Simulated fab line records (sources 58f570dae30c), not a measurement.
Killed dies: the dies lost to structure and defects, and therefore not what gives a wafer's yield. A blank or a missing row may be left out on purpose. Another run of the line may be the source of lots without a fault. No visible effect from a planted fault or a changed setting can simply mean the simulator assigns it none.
fab line records | flow berkeleyCmos170
record lots=14 | wafers=42 | lastDay=12
route steps=331 shown M2@272 V2@295
lots that met no fault: from a run of the same line without faults
startH: hours from the record's opening day to when the first of the lot's shown wafers began | waitH: how many hours have passed since the lot's step before this one | " repeats the value in the row above | L1.1+2: a row that stands for several wafers | - either no value or no given start | * or withheld: withheld | < > ~ a bound
route shown NAME@n: a module of which the file shows steps, and the number in the route of the first | usual: the fault-free wafers' mean and standard deviation | same: alike in all rows | chamber/n: place in a boat | sites: readings site by site | _std_site: the standard deviation of these | _edge_site: outer sites' mean less inner sites' | radiusMm: how far each site lies from the wafer's centre | mask NAME#n: copy n | behind: the most recent tool/chamber to have shaped the wafer | hold: the reason the lot was held/the length of the hold in hours/how it ended | device: whichever transistor did not switch (one of n, p or np) | end of line: the route-end tests of the same wafers | a step given without rows: its recipe and nothing more | killed: dies lost to structure and defects at the first sort, not the wafer's yield | map: the dies of a wafer, with x for killed, . for not killed, _ for no die there
set.NAME: the setting the step ran with; set.NAME@STEP: the setting that earlier step ran with | model.NAME: the simulator's own value behind a step, which no gauge read
route steps across a sampled set of lots; one table per step, one row per wafer
services: the hour from which a tool's chamber was out of use, counted from the record's first day as startH (under 0 if before that day), plus the number of hours and why
## steps
# step UCB170_M2_SPUTTER_01
# recipe material=Al | targetThkNm=900 | timeS=120 | powerW=6000 | chamberPressurePa=0.5
# usual cathodeDcPowerW=5999.9/1.2 | chamberPressurePa=0.4999/0.0011 | throttleValvePct=29.9/1.2
lot.wafer | tool          | chamber | startH | waitH | cathodeDcPowerW | chamberPressurePa | throttleValvePct
L408.1    | pvdSputter-03 | -       | 150.67 | 0.0   | 5998.2          | 0.5015            | 30.0
L408.5    | "             | -       | "      | "     | 5999.5          | 0.4991            | 28.0
L408.6    | "             | -       | "      | "     | 5998.8          | 0.5002            | 31.9
L409.1    | pvdSputter-01 | -       | 161.03 | 0.0   | 6001.2          | 0.5009            | 29.2
L409.2    | "             | -       | "      | "     | 6001.0          | 0.4984            | 28.6
L409.4    | "             | -       | "      | "     | 6001.2          | 0.5020            | 30.2
L411.1    | pvdSputter-01 | -       | 184.22 | 0.0   | 6000.5          | 0.5007            | 28.8
L411.3    | "             | -       | "      | "     | 5999.3          | 0.5003            | 29.2
L411.4    | "             | -       | "      | "     | 6000.1          | 0.5001            | 28.5
L412.2    | pvdSputter-03 | -       | 184.45 | 0.0   | 6000.9          | 0.4999            | 30.9
L412.4    | "             | -       | "      | "     | 5998.7          | 0.4999            | 30.4
L412.5    | "             | -       | "      | "     | 5999.6          | 0.4998            | 30.2
L417.1    | pvdSputter-01 | -       | 206.02 | 0.0   | 6000.6          | 0.4991            | 29.3
L417.4    | "             | -       | "      | "     | 6000.2          | 0.5015            | 28.6
L417.6    | "             | -       | "      | "     | 6001.4          | 0.4991            | 30.1
L420.1    | pvdSputter-03 | -       | 216.39 | 0.0   | 5997.8          | 0.4988            | 30.9
L420.5    | "             | -       | "      | "     | 6000.8          | 0.4994            | 31.6
L420.6    | "             | -       | "      | "     | 6001.3          | 0.4997            | 28.0
L422.1    | pvdSputter-04 | -       | 232.14 | 0.0   | 5998.7          | 0.5000            | 29.5
L422.5    | "             | -       | "      | "     | 6001.5          | 0.5008            | 29.9
L422.6    | "             | -       | "      | "     | 5999.6          | 0.4995            | 31.2
L423.1    | pvdSputter-03 | -       | 232.27 | 0.0   | 5999.2          | 0.4985            | 30.7
L423.2    | "             | -       | "      | "     | 6001.1          | 0.4978            | 30.2
L423.6    | "             | -       | "      | "     | 6000.9          | 0.4995            | 30.2
L421.1    | pvdSputter-01 | -       | 232.54 | 0.0   | 5999.5          | 0.4970            | 29.1
L421.4    | "             | -       | "      | "     | 5999.5          | 0.4997            | 29.4
L421.5    | "             | -       | "      | "     | 5998.8          | 0.4989            | 29.7
L425.1    | pvdSputter-03 | -       | 243.24 | 0.0   | 5999.2          | 0.4994            | 31.8
L425.3    | "             | -       | "      | "     | 5998.7          | 0.4999            | 27.9
L425.5    | "             | -       | "      | "     | 5998.6          | 0.4992            | 31.6
L428.3    | pvdSputter-01 | -       | 250.11 | 0.0   | 6000.8          | 0.4980            | 29.4
L428.4    | "             | -       | "      | "     | 5997.8          | 0.5013            | 28.6
L428.5    | "             | -       | "      | "     | 6001.6          | 0.4989            | 30.0
L424.3    | pvdSputter-04 | -       | 250.39 | 0.0   | 6000.5          | 0.5001            | 28.0
L424.4    | "             | -       | "      | "     | 6002.1          | 0.5017            | 31.9
L424.6    | "             | -       | "      | "     | 6000.5          | 0.5008            | 28.3
L431.4    | pvdSputter-04 | -       | 266.32 | 0.0   | 6001.1          | 0.4980            | 28.2
L431.5    | "             | -       | "      | "     | 5999.1          | 0.5000            | 29.8
L431.6    | "             | -       | "      | "     | 6002.0          | 0.5003            | 31.1
L430.1    | pvdSputter-01 | -       | 270.82 | 0.0   | 5998.1          | 0.5008            | 29.8
L430.4    | "             | -       | "      | "     | 5998.0          | 0.5013            | 29.7
L430.5    | "             | -       | "      | "     | 6000.8          | 0.5000            | 28.5
# step UCB170_M2_ETCH_17
# recipe chemistry=N2/H2 | targetDepthA=withheld | overetchA=withheld | target=BARC | timeS=withheld | sourceW=500 | biasW=100 | pressureMtorr=30 | n2FlowSccm=100 | h2FlowSccm=200
# usual drypumpMotorCurrentA=5.7/0.45 | oesProductAu=1.010/0.014 | throttleValvePct=13.34/0.17
lot.wafer | tool       | chamber | startH | waitH | drypumpMotorCurrentA | oesProductAu | throttleValvePct
L408.1    | rieDiel-04 | 3       | 153.04 | 0.0   | 6.0                  | 1.022        | 13.34
L408.5    | "          | 1       | "      | "     | 5.6                  | 1.030        | 13.22
L408.6    | "          | 2       | "      | "     | 5.1                  | 1.015        | 13.20
L409.1    | rieDiel-03 | 1       | 163.20 | 0.0   | 6.4                  | 1.041        | 13.43
L409.2    | "          | 2       | "      | "     | 5.7                  | 1.001        | 13.35
L409.4    | "          | 3       | "      | "     | 5.3                  | 1.006        | 13.30
L411.1    | rieDiel-04 | 3       | 187.94 | 0.0   | 6.0                  | 1.015        | 13.32
L411.3    | "          | 0       | "      | "     | 5.7                  | 1.012        | 13.18
L411.4    | "          | 0       | "      | "     | 5.6                  | 1.015        | 13.17
L412.2    | rieDiel-02 | 1       | 188.77 | 0.0   | 5.1                  | 1.004        | 13.36
L412.4    | "          | 0       | "      | "     | 5.2                  | 1.015        | 13.05
L412.5    | "          | 1       | "      | "     | 5.1                  | 0.998        | 13.37
L417.1    | rieDiel-04 | 3       | 208.13 | 0.0   | 6.0                  | 1.019        | 13.30
L417.4    | "          | 3       | "      | "     | 5.9                  | 1.030        | 13.33
L417.6    | "          | 1       | "      | "     | 5.6                  | 1.024        | 13.21
L420.1    | rieDiel-03 | 0       | 223.35 | 0.0   | 5.6                  | 0.977        | 13.75
L420.5    | "          | 0       | "      | "     | 5.6                  | 0.977        | 13.74
L420.6    | "          | 1       | "      | "     | 6.3                  | 1.022        | 13.42
L422.1    | rieDiel-03 | 3       | 234.63 | 0.0   | 5.3                  | 1.005        | 13.31
L422.5    | "          | 3       | "      | "     | 5.3                  | 1.007        | 13.32
L422.6    | "          | 2       | "      | "     | 5.8                  | 1.000        | 13.34
L423.1    | rieDiel-02 | 1       | 234.91 | 0.0   | 5.1                  | 0.981        | 13.37
L423.2    | "          | 0       | "      | "     | 5.2                  | 1.013        | 13.05
L423.6    | "          | 0       | "      | "     | 5.2                  | 1.010        | 13.06
L421.1    | rieDiel-03 | 2       | 235.20 | 0.0   | 5.7                  | 0.998        | 13.35
L421.4    | "          | 2       | "      | "     | 5.7                  | 1.005        | 13.36
L421.5    | "          | 1       | "      | "     | 6.3                  | 1.028        | 13.43
L425.1    | rieDiel-03 | 0       | 245.36 | 0.0   | 5.6                  | 0.988        | 13.73
L425.3    | "          | 3       | "      | "     | 5.3                  | 1.002        | 13.32
L425.5    | "          | 3       | "      | "     | 5.3                  | 0.998        | 13.32
L428.3    | rieDiel-04 | 1       | 253.41 | 0.0   | 5.6                  | 1.015        | 13.21
L428.4    | "          | 3       | "      | "     | 6.0                  | 1.018        | 13.31
L428.5    | "          | 0       | "      | "     | 5.6                  | 1.020        | 13.18
L424.3    | rieDiel-02 | 1       | 253.69 | 0.0   | 5.1                  | 0.997        | 13.36
L424.4    | "          | 0       | "      | "     | 5.2                  | 1.013        | 13.04
L424.6    | "          | 3       | "      | "     | 6.6                  | 1.004        | 13.29
L431.4    | rieDiel-02 | 1       | 269.23 | 0.0   | 5.1                  | 0.987        | 13.36
L431.5    | "          | 2       | "      | "     | 5.3                  | 1.013        | 13.55
L431.6    | "          | 3       | "      | "     | 6.6                  | 1.001        | 13.29
L430.1    | rieDiel-04 | 3       | 273.03 | 0.0   | 6.0                  | 1.015        | 13.32
L430.4    | "          | 0       | "      | "     | 5.7                  | 1.012        | 13.17
L430.5    | "          | 0       | "      | "     | 5.7                  | 1.006        | 13.18
# step UCB170_V2_BOW_MEAS_03
# recipe mode=bow
# usual V2_BOW=37/7.3
lot.wafer | tool         | chamber | startH | waitH | V2_BOW[um]
L408.1    | filmMetro-01 | -       | 154.24 | 0.1   | 44
L408.5    | "            | -       | "      | "     | 39
L408.6    | "            | -       | "      | "     | 25
L409.1    | filmMetro-02 | -       | 164.17 | 0.1   | 25
L409.2    | "            | -       | "      | "     | 24
L409.4    | "            | -       | "      | "     | 33
L411.1    | filmMetro-04 | -       | 188.91 | 0.2   | 34
L411.3    | "            | -       | "      | "     | 34
L411.4    | "            | -       | "      | "     | 30
L412.2    | filmMetro-04 | -       | 189.95 | 0.1   | 46
L412.4    | "            | -       | "      | "     | 46
L412.5    | "            | -       | "      | "     | 41
L417.1    | filmMetro-01 | -       | 209.36 | 0.1   | 30
L417.4    | "            | -       | "      | "     | 33
L417.6    | "            | -       | "      | "     | 51
L420.1    | filmMetro-04 | -       | 224.32 | 0.2   | 41
L420.5    | "            | -       | "      | "     | 42
L420.6    | "            | -       | "      | "     | 40
L422.1    | filmMetro-02 | -       | 235.67 | 0.1   | 44
L422.5    | "            | -       | "      | "     | 34
L422.6    | "            | -       | "      | "     | 35
L423.1    | filmMetro-01 | -       | 235.97 | 0.1   | 34
L423.2    | "            | -       | "      | "     | 21
L423.6    | "            | -       | "      | "     | 35
L421.1    | filmMetro-02 | -       | 236.27 | 0.2   | 14
L421.4    | "            | -       | "      | "     | 21
L421.5    | "            | -       | "      | "     | 27
L425.1    | filmMetro-01 | -       | 246.32 | 0.1   | 30
L425.3    | "            | -       | "      | "     | 38
L425.5    | "            | -       | "      | "     | 41
L428.3    | filmMetro-02 | -       | 254.42 | 0.1   | 38
L428.4    | "            | -       | "      | "     | 23
L428.5    | "            | -       | "      | "     | 41
L424.3    | filmMetro-04 | -       | 254.69 | 0.3   | 37
L424.4    | "            | -       | "      | "     | 42
L424.6    | "            | -       | "      | "     | 39
L431.4    | filmMetro-04 | -       | 270.26 | 0.2   | 26
L431.5    | "            | -       | "      | "     | 40
L431.6    | "            | -       | "      | "     | 26
L430.1    | filmMetro-04 | -       | 273.99 | 0.1   | 43
L430.4    | "            | -       | "      | "     | 38
L430.5    | "            | -       | "      | "     | 44
# step UCB170_V2_ETCH_14
# recipe chemistry=CHF3/CF4/Ar | target=SiO2 | stopOn=Al | CHF3_flow_sccm=45 | cf4FlowSccm=15 | Ar_flow_sccm=150 | pressureMtorr=200 | rfW=700 | targetDepthA=12500 | overEtchFrac=0.25 | timeS=291
# usual drypumpMotorCurrentA=5.8/0.56 | mfcArSccm=150.0/0.48 | oesProductAu=0.873/0.011 | throttleValvePct=6.94/0.13
# same overEtchFrac=0.25
lot.wafer | tool       | chamber | startH | waitH | drypumpMotorCurrentA | mfcArSccm | oesProductAu | rfHoursCounterH | throttleValvePct
L408.1    | rieDiel-03 | 0       | 155.60 | 0.0   | 5.7                  | 150.1     | 0.867        | 138             | 7.16
L408.5    | "          | 0       | "      | "     | 5.6                  | 149.9     | 0.869        | -               | 7.18
L408.6    | "          | 1       | "      | "     | 6.3                  | 150.0     | 0.875        | -               | 7.00
L409.1    | rieDiel-03 | 3       | 167.36 | 0.0   | 5.3                  | 150.1     | 0.875        | 150             | 6.96
L409.2    | "          | 1       | "      | "     | 6.3                  | 150.2     | 0.878        | 50              | 6.97
L409.4    | "          | 2       | "      | "     | 5.7                  | 149.8     | 0.886        | 60              | 7.01
L411.1    | rieDiel-01 | 2       | 190.92 | 0.0   | 5.3                  | 149.8     | 0.858        | 135             | 7.03
L411.3    | "          | 3       | "      | "     | 5.6                  | 149.2     | 0.850        | 105             | 6.79
L411.4    | "          | 1       | "      | "     | 6.5                  | 149.5     | 0.887        | 4               | 6.68
L412.2    | rieDiel-03 | 1       | 191.99 | 0.0   | 6.4                  | 150.1     | 0.881        | 51              | 6.98
L412.4    | "          | 2       | "      | "     | 5.7                  | 150.4     | 0.885        | -               | 7.01
L412.5    | "          | 1       | "      | "     | 6.4                  | 150.7     | 0.881        | -               | 6.98
L417.1    | rieDiel-03 | 0       | 210.75 | 0.0   | 5.6                  | 150.5     | 0.868        | 141             | 7.18
L417.4    | "          | 1       | "      | "     | 6.4                  | 149.3     | 0.880        | -               | 6.96
L417.6    | "          | 2       | "      | "     | 5.7                  | 148.8     | 0.880        | -               | 7.04
L420.1    | rieDiel-02 | 3       | 226.03 | 0.0   | 6.6                  | 150.7     | 0.867        | 44              | 6.87
L420.5    | "          | 1       | "      | "     | 5.1                  | 150.8     | 0.869        | -               | 7.06
L420.6    | "          | 3       | "      | "     | 6.6                  | 150.5     | 0.869        | -               | 6.86
L422.1    | rieDiel-01 | 2       | 237.48 | 0.0   | 5.3                  | 150.0     | 0.868        | 138             | 7.00
L422.5    | "          | 2       | "      | "     | 5.3                  | 149.5     | 0.871        | -               | 7.01
L422.6    | "          | 1       | "      | "     | 6.5                  | 150.4     | 0.881        | -               | 6.68
L423.1    | rieDiel-02 | 1       | 237.76 | 0.0   | 5.1                  | 149.6     | 0.876        | 7               | 7.09
L423.2    | "          | 0       | "      | "     | 5.2                  | 149.9     | 0.870        | 21              | 6.86
L423.6    | "          | 0       | "      | "     | 5.2                  | 149.7     | 0.878        | -               | 6.88
L421.1    | rieDiel-03 | 2       | 238.62 | 0.0   | 5.7                  | 149.7     | 0.883        | 65              | 7.02
L421.4    | "          | 2       | "      | "     | 5.8                  | 150.2     | 0.888        | -               | 7.01
L421.5    | "          | 3       | "      | "     | 5.3                  | 150.6     | 0.722        | -               | 6.95
L425.1    | rieDiel-03 | 3       | 248.08 | 0.0   | 5.3                  | 149.8     | 0.715        | 2               | 6.97
L425.3    | "          | 1       | "      | "     | 6.4                  | 150.4     | 0.878        | 55              | 6.98
L425.5    | "          | 2       | "      | "     | 5.7                  | 149.8     | 0.892        | -               | 7.02
L428.3    | rieDiel-02 | 1       | 255.94 | 0.0   | 5.1                  | 149.5     | 0.860        | 8               | 7.06
L428.4    | "          | 0       | "      | "     | 5.2                  | 150.1     | 0.881        | -               | 6.86
L428.5    | "          | 3       | "      | "     | 6.6                  | 149.1     | 0.874        | -               | 6.87
L424.3    | rieDiel-01 | 1       | 256.23 | 0.0   | 6.6                  | 149.8     | 0.885        | 7               | 6.69
L424.4    | "          | 1       | "      | "     | 6.5                  | 150.3     | 0.883        | -               | 6.71
L424.6    | "          | 3       | "      | "     | 5.6                  | 150.3     | 0.846        | -               | 6.78
L431.4    | rieDiel-01 | 0       | 271.86 | 0.0   | 6.6                  | 150.2     | 0.881        | 10              | 6.83
L431.5    | "          | 1       | "      | "     | 6.6                  | 149.6     | 0.881        | -               | 6.69
L431.6    | "          | 0       | "      | "     | 6.5                  | 149.6     | 0.870        | -               | 6.84
L430.1    | rieDiel-02 | 3       | 275.69 | 0.0   | 6.6                  | 150.1     | 0.862        | 46              | 6.86
L430.4    | "          | 1       | "      | "     | 5.1                  | 150.3     | 0.864        | 9               | 7.08
L430.5    | "          | 2       | "      | "     | 5.3                  | 149.9     | 0.884        | -               | 7.11
# step UCB170_V2_STRIP_15
# recipe chemistry=O2 | powerW=400 | pressureMtorr=3500 | platenTempC=withheld | o2FlowSccm=400 | overashFraction=0.5
# usual drypumpMotorCurrentA=5.9/0.52 | oesProductAu=0.722/0.0045 | stripTimeToEndpointS=15.31/0.12
lot.wafer | tool           | chamber | startH | waitH | drypumpMotorCurrentA | oesProductAu | rfHoursCounterH | stripTimeToEndpointS
L408.1    | plasmaAsher-03 | 1       | 155.77 | 0.1   | 6.4                  | 0.717        | 46              | 15.25
L408.5    | "              | 0       | "      | "     | 6.0                  | 0.720        | -               | 15.20
L408.6    | "              | 1       | "      | "     | 6.4                  | 0.728        | -               | 15.09
L409.1    | plasmaAsher-03 | 1       | 167.54 | 0.1   | 6.4                  | 0.723        | 47              | 15.28
L409.2    | "              | 0       | "      | "     | 6.0                  | 0.715        | 47              | 15.16
L409.4    | "              | 0       | "      | "     | 6.0                  | 0.718        | -               | 15.47
L411.1    | plasmaAsher-04 | 1       | 191.10 | 0.1   | 6.1                  | 0.720        | 44              | 15.23
L411.3    | "              | 1       | "      | "     | 6.1                  | 0.724        | -               | 15.50
L411.4    | "              | 0       | "      | "     | 5.6                  | 0.723        | -               | 15.45
L412.2    | plasmaAsher-04 | 1       | 192.17 | 0.1   | 6.1                  | 0.718        | 44              | 15.24
L412.4    | "              | 0       | "      | "     | 5.6                  | 0.720        | -               | 15.42
L412.5    | "              | 1       | "      | "     | 6.1                  | 0.727        | -               | 15.22
L417.1    | plasmaAsher-03 | 0       | 210.93 | 0.1   | 6.0                  | 0.727        | 53              | 15.32
L417.4    | "              | 1       | "      | "     | 6.4                  | 0.721        | -               | 15.28
L417.6    | "              | 1       | "      | "     | 6.4                  | 0.716        | -               | 15.48
L420.1    | plasmaAsher-02 | 1       | 226.20 | 0.1   | 6.0                  | 0.725        | 53              | 15.22
L420.5    | "              | 0       | "      | "     | 4.8                  | 0.724        | -               | 15.31
L420.6    | "              | 1       | "      | "     | 6.0                  | 0.716        | -               | 15.17
L422.1    | plasmaAsher-02 | 1       | 237.66 | 0.1   | 6.0                  | 0.734        | 55              | 15.24
L422.5    | "              | 0       | "      | "     | 4.8                  | 0.726        | -               | 15.21
L422.6    | "              | 1       | "      | "     | 6.0                  | 0.719        | -               | 15.35
L423.1    | plasmaAsher-03 | 0       | 237.94 | 0.1   | 6.0                  | 0.727        | 57              | 15.21
L423.2    | "              | 1       | "      | "     | 6.4                  | 0.722        | 57              | 15.15
L423.6    | "              | 0       | "      | "     | 6.0                  | 0.722        | -               | 15.26
L421.1    | plasmaAsher-03 | 0       | 238.80 | 0.1   | 6.0                  | 0.730        | 57              | 15.32
L421.4    | "              | 1       | "      | "     | 6.4                  | 0.727        | -               | 15.31
L421.5    | "              | 1       | "      | "     | 6.4                  | 0.726        | -               | 18.08
L425.1    | plasmaAsher-03 | 1       | 248.26 | 0.1   | 6.4                  | 0.722        | 58              | 18.18
L425.3    | "              | 0       | "      | "     | 6.0                  | 0.725        | -               | 15.13
L425.5    | "              | 0       | "      | "     | 6.0                  | 0.721        | -               | 15.35
L428.3    | plasmaAsher-03 | 0       | 256.15 | 0.1   | 6.0                  | 0.727        | -               | 15.31
L428.4    | "              | 1       | "      | "     | 6.4                  | 0.724        | -               | 15.25
L428.5    | "              | 1       | "      | "     | 6.4                  | 0.729        | -               | 15.14
L424.3    | plasmaAsher-02 | 0       | 256.44 | 0.1   | 4.8                  | 0.719        | -               | 15.44
L424.4    | "              | 1       | "      | "     | 6.0                  | 0.728        | -               | 15.53
L424.6    | "              | 0       | "      | "     | 4.8                  | 0.720        | -               | 15.49
L431.4    | plasmaAsher-03 | 1       | 272.07 | 0.1   | 6.4                  | 0.726        | -               | 15.31
L431.5    | "              | 0       | "      | "     | 6.0                  | 0.719        | -               | 15.35
L431.6    | "              | 1       | "      | "     | 6.4                  | 0.717        | -               | 15.28
L430.1    | plasmaAsher-04 | 0       | 275.87 | 0.1   | 5.6                  | 0.719        | 48              | 15.23
L430.4    | "              | 1       | "      | "     | 6.1                  | 0.716        | -               | 15.41
L430.5    | "              | 0       | "      | "     | 5.6                  | 0.727        | -               | 15.48
# step UCB170_V2_CD_MEAS_90
# recipe targetCdNm=700
# usual cdNm=699.9/1.7
lot.wafer | tool     | chamber | startH | waitH | cdNm
L408.1    | cdSem-02 | -       | 155.87 | 0.1   | 701.1
L408.5    | "        | -       | "      | "     | 701.4
L408.6    | "        | -       | "      | "     | 701.7
L409.1    | cdSem-01 | -       | 167.72 | 0.1   | 699.2
L409.2    | "        | -       | "      | "     | 697.3
L409.4    | "        | -       | "      | "     | 697.3
L411.1    | cdSem-01 | -       | 191.20 | 0.1   | 701.1
L411.3    | "        | -       | "      | "     | 702.2
L411.4    | "        | -       | "      | "     | 701.9
L412.2    | cdSem-01 | -       | 192.29 | 0.1   | 698.0
L412.4    | "        | -       | "      | "     | 698.7
L412.5    | "        | -       | "      | "     | 697.7
L417.1    | cdSem-02 | -       | 211.03 | 0.1   | 701.0
L417.4    | "        | -       | "      | "     | 699.4
L417.6    | "        | -       | "      | "     | 700.7
L420.1    | cdSem-01 | -       | 226.30 | 0.1   | 700.3
L420.5    | "        | -       | "      | "     | 697.8
L420.6    | "        | -       | "      | "     | 698.2
L422.1    | cdSem-01 | -       | 237.76 | 0.1   | 698.6
L422.5    | "        | -       | "      | "     | 699.7
L422.6    | "        | -       | "      | "     | 700.5
L423.1    | cdSem-01 | -       | 238.12 | 0.2   | 699.8
L423.2    | "        | -       | "      | "     | 698.5
L423.6    | "        | -       | "      | "     | 697.9
L421.1    | cdSem-01 | -       | 238.90 | 0.1   | 698.4
L421.4    | "        | -       | "      | "     | 698.0
L421.5    | "        | -       | "      | "     | 693.8
L425.1    | cdSem-02 | -       | 248.36 | 0.1   | 696.8
L425.3    | "        | -       | "      | "     | 700.5
L425.5    | "        | -       | "      | "     | 698.4
L428.3    | cdSem-01 | -       | 256.26 | 0.1   | 702.6
L428.4    | "        | -       | "      | "     | 701.7
L428.5    | "        | -       | "      | "     | 703.6
L424.3    | cdSem-02 | -       | 256.55 | 0.1   | 699.6
L424.4    | "        | -       | "      | "     | 696.8
L424.6    | "        | -       | "      | "     | 700.2
L431.4    | cdSem-01 | -       | 272.19 | 0.1   | 699.5
L431.5    | "        | -       | "      | "     | 699.8
L431.6    | "        | -       | "      | "     | 699.3
L430.1    | cdSem-02 | -       | 275.97 | 0.1   | 702.1
L430.4    | "        | -       | "      | "     | 699.3
L430.5    | "        | -       | "      | "     | 700.5
## services
tool           | chamber | startH | hours | kind
rieDiel-02     | 2       | 136.22 | 121.8 | repair
rieDiel-04     | 3       | 142.27 | 6.8   | repair
rieDiel-04     | 0       | 151.21 | 7.3   | repair
rieDiel-03     | 3       | 151.24 | 7.8   | repair
rieDiel-04     | 0       | 158.48 | -     | clean
rieDiel-04     | 0       | 158.48 | 16.1  | scheduledDown
rieDiel-04     | 0       | 158.48 | 16.1  | ventCycle
rieDiel-02     | 3       | 159.41 | 3.8   | repair
rieDiel-02     | 0       | 159.62 | 21.0  | repair
rieDiel-03     | 0       | 163.48 | 1.8   | repair
rieDiel-04     | 2       | 186.95 | 4.3   | repair
rieDiel-03     | 3       | 190.55 | 10.0  | repair
rieDiel-03     | 3       | 200.58 | -     | clean
rieDiel-03     | 3       | 200.58 | 23.8  | scheduledDown
rieDiel-03     | 3       | 200.58 | 23.8  | ventCycle
rieDiel-04     | 0       | 202.69 | 10.8  | repair
plasmaAsher-04 | -       | 211.67 | 28.1  | pm
rieDiel-01     | 1       | 214.85 | 5.7   | repair
rieDiel-04     | -       | 220.34 | 0.7   | repair
rieDiel-03     | 0       | 227.21 | -     | clean
rieDiel-03     | 0       | 227.21 | 17.3  | scheduledDown
rieDiel-03     | 0       | 227.21 | 17.3  | ventCycle
plasmaAsher-02 | -       | 257.22 | 3.6   | repair
rieDiel-04     | -       | 262.88 | 2.8   | pm
## key
firstSign step=UCB170_V2_ETCH_14 | reading=oesProductAu | direction=down | sigmas=14 | usual=0.873 | struck=0.719
effect step=UCB170_V2_STRIP_15 | reading=stripTimeToEndpointS | direction=up | sigmas=24 | usual=* | struck=*
effect step=UCB170_V2_CD_MEAS_90 | reading=cdNm | direction=down | sigmas=2.6 | usual=699.9 | struck=695.3
metAt UCB170_V2_ETCH_14
struckLots L421,L425
struckWafers L421.5,L425.1
laterRowsLeftOut L421.5,L425.1
sortLeftOut L421.5,L425.1
notActingAt UCB170_M2_SPUTTER_01,UCB170_M2_ETCH_17,UCB170_V2_BOW_MEAS_03
onsetBetween 167.36 238.62
fault kind=processParameterDrift | tool=rieDiel-03 | chamber=3 | onsetH=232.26 | steps=UCB170_V2_ETCH_14 | channel=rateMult | offset=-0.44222 | shape=step | endH=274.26
# sortLeftOut: the simulated sort isn't trusted on such a fault, so these wafers' sort isn't shown, and their yield isn't known
# laterRowsLeftOut: the simulator's readings of these wafers behind a module that went badly wrong aren't trusted and aren't shown, but for the sort
